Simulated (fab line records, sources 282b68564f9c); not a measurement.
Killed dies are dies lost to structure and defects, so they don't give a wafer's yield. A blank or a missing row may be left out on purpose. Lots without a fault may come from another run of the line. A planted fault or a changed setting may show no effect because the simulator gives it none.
Which tool did it? | flow rit_cmos | 13 lots, 39 wafers sampled, at 2 steps of a route of 202

WHAT THE GAUGES READ, wafer by wafer
The record holds no reading of a measuring or inspecting step that can be judged against a usual standard deviation.

WHICH TOOL RAN EACH LOT (tool, then ch and the chambers of the sampled wafers, then the start)
lot  | RIT_PLDD_EXPOSE_03                 | RIT_M1_PROBE_99
L753 | iline_stepper-02 ch 0, day 3 04:56 | prober-02, day 3 19:23
L754 | iline_stepper-02 ch 0, day 3 09:26 | prober-01, day 4 00:49
L756 | iline_stepper-01 ch 0, day 3 18:16 | prober-01, day 4 08:31
L758 | iline_stepper-01 ch 0, day 4 01:28 | prober-01, day 4 16:09
L759 | iline_stepper-02 ch 0, day 4 04:08 | prober-02, day 4 18:52
L762 | iline_stepper-01 ch 0, day 5 04:17 | prober-01, day 5 18:32
L763 | iline_stepper-02 ch 0, day 5 09:37 | prober-02, day 6 00:05
L764 | iline_stepper-02 ch 0, day 5 13:56 | prober-01, day 6 04:22
L767 | iline_stepper-02 ch 0, day 6 05:52 | prober-02, day 6 21:46
L769 | iline_stepper-01 ch 0, day 6 16:06 | prober-02, day 7 07:16
L770 | iline_stepper-02 ch 0, day 6 23:34 | prober-01, day 7 14:31
L775 | iline_stepper-01 ch 0, day 7 17:07 | prober-02, day 8 07:51
L776 | iline_stepper-02 ch 0, day 7 19:52 | prober-01, day 8 10:22
- RIT_PLDD_EXPOSE_03: exposes mask M8, target cd 40900 nm.
- RIT_M1_PROBE_99

WHAT THE TOOLS THEMSELVES READ (means of the sampled wafers that have a number; where no wafer has one, the mark that the record gives instead)
RIT_M1_PROBE_99. Usual: killed_at_M0_to_M3 0.0, standard deviation 0.12; killed_at_contacts 0.1, standard deviation 0.25; killed_at_front_end 7, standard deviation 3.2; killed_dies 7, standard deviation 3.2; killed_on_rim 2.1, standard deviation 1.5; killed_open 3.5, standard deviation 2.2; killed_short 3.6, standard deviation 2.1.
lot  | tool      | killed_at_M0_to_M3 | killed_at_contacts | killed_at_front_end | killed_dies | killed_on_rim | killed_open | killed_short | flag
L753 | prober-02 | 0.0                | 0.0                | 7                   | 7           | 1.0           | 3.3         | 4.0          |
L754 | prober-01 | 0.0                | 0.0                | 5                   | 5           | 2.3           | 2.7         | 2.0          |
L756 | prober-01 | 0.0                | 0.0                | 7                   | 7           | 3.7           | 5.0         | 2.3          |
L758 | prober-01 | 0.0                | 0.0                | 7                   | 7           | 3.0           | 3.3         | 3.7          |
L759 | prober-02 | 0.0                | 0.3                | 9                   | 9           | 2.3           | 5.7         | 3.3          |
L762 | prober-01 | 0.0                | 0.0                | 9                   | 9           | 2.7           | 4.7         | 4.7          |
L763 | prober-02 | 0.3                | 0.0                | 3                   | 3           | 1.3           | 2.0         | 1.3          |
L764 | prober-01 | 0.0                | 0.0                | 7                   | 7           | 0.7           | 4.3         | 3.0          |
L767 | prober-02 | 0.0                | 0.3                | 7                   | 8           | 2.0           | 5.3         | 2.3          |
L769 | prober-02 | 0.0                | 0.0                | 12                  | 12          | 3.3           | 6.0         | 5.7          |
L770 | prober-01 | 0.0                | 0.3                | 5                   | 5           | 2.7           | 1.7         | 3.3          |
L775 | prober-02 | 0.0                | 0.0                | 7                   | 7           | 2.0           | 4.3         | 3.0          |
L776 | prober-01 | 0.0                | 0.0                | 8                   | 8           | 2.3           | 3.0         | 4.7          |

THE ANSWER, worked out from the rows above alone
Rule: a lot is off if the mean of its wafers that have a number lies more than 3 standard deviations from the usual mean. A lot without any number at a reading at which 4 lots or more have one is off too. The other lots that the step has rows for count as sound. The gauges are gone through in route order, then the tools' own readings, and for those a lot's mean is taken as printed above. The first step at which some lot is off is used, and at that step the reading that is off furthest; a lot without a number counts as furthest.
No lot is off at any reading shown: from this, nothing can be told.

WHAT THE SIMULATOR HAD PUT IN
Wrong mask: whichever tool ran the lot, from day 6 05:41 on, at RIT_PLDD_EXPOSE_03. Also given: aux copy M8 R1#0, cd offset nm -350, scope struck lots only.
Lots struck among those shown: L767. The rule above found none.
